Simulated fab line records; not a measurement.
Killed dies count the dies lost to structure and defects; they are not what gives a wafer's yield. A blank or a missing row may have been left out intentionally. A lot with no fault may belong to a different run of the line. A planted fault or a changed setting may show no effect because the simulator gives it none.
Matching of chambers + flow berkeley_cmos170 + cmp-02 running UCB170_V2_CMP_02: 4 sister chambers
The step polishes SiO2. 16 wafers are shown with their chamber, then 8 later ones without.

## EACH WAFER AND ITS CHAMBER
| wafer  | chamber | motor_current_A (A) |
|--------|---------|---------------------|
| L325.1 | 1       | 18.8                |
| L325.4 | 3       | 17.2                |
| L325.5 | 2       | 16.1                |
| L322.2 | 1       | 18.5                |
| L322.5 | 3       | 17.7                |
| L322.6 | 0       | 17.1                |
| L326.1 | 0       | 16.8                |
| L326.2 | 3       | 17.7                |
| L326.5 | 1       | 18.5                |
| L328.1 | 2       | 15.9                |
| L328.2 | 0       | 17.5                |
| L328.6 | 3       | 16.1                |
| L329.2 | 2       | 16.7                |
| L329.3 | 0       | 17.2                |
| L329.4 | 1       | 18.4                |
| L330.1 | 2       | 15.5                |

SIGNATURES (averages over the wafers above)
| reading         | chamber 0 | chamber 1 | chamber 2 | chamber 3 | scatter within a chamber |
|-----------------|-----------|-----------|-----------|-----------|--------------------------|
| motor_current_A | 17.150    | 18.550    | 16.050    | 17.175    | 0.483                    |
Rule: a wafer lies at a distance from a chamber equal to the root of the sum of squares, over the readings, of (its reading less the chamber's mean, divided by the reading's scatter). The wafer belongs to the nearest chamber; if the next one is less than 2 further off, it can't be placed. The scatter: take each reading less its chamber's mean, square it, sum over the shown wafers, divide by the number of wafers less the number of chambers, and take the root.

## WAFERS WITH NO CHAMBER GIVEN
| wafer  | motor_current_A (A) |
|--------|---------------------|
| L330.3 | 17.3                |
| L330.5 | 16.4                |
| L343.1 | 16.3                |
| L343.3 | 19.4                |
| L343.6 | 16.5                |
| L344.4 | 17.4                |
| L344.5 | 15.4                |
| L344.6 | 16.4                |

## THE CHAMBER EACH PASSED THROUGH
| wafer  | from the rows above          | in truth |
|--------|------------------------------|----------|
| L330.3 | can't be placed: 3 or 0      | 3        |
| L330.5 | can't be placed: 2 or 0 or 3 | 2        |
| L343.1 | can't be placed: 2 or 0 or 3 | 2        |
| L343.3 | 1                            | 1        |
| L343.6 | can't be placed: 2 or 0 or 3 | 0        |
| L344.4 | can't be placed: 3 or 0 or 1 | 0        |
| L344.5 | 2                            | 2        |
| L344.6 | can't be placed: 2 or 0 or 3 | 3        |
2 of 8 placed correctly. These rows do not allow placing 6 (true chamber among the candidates in 6). Placed wrongly: 0.
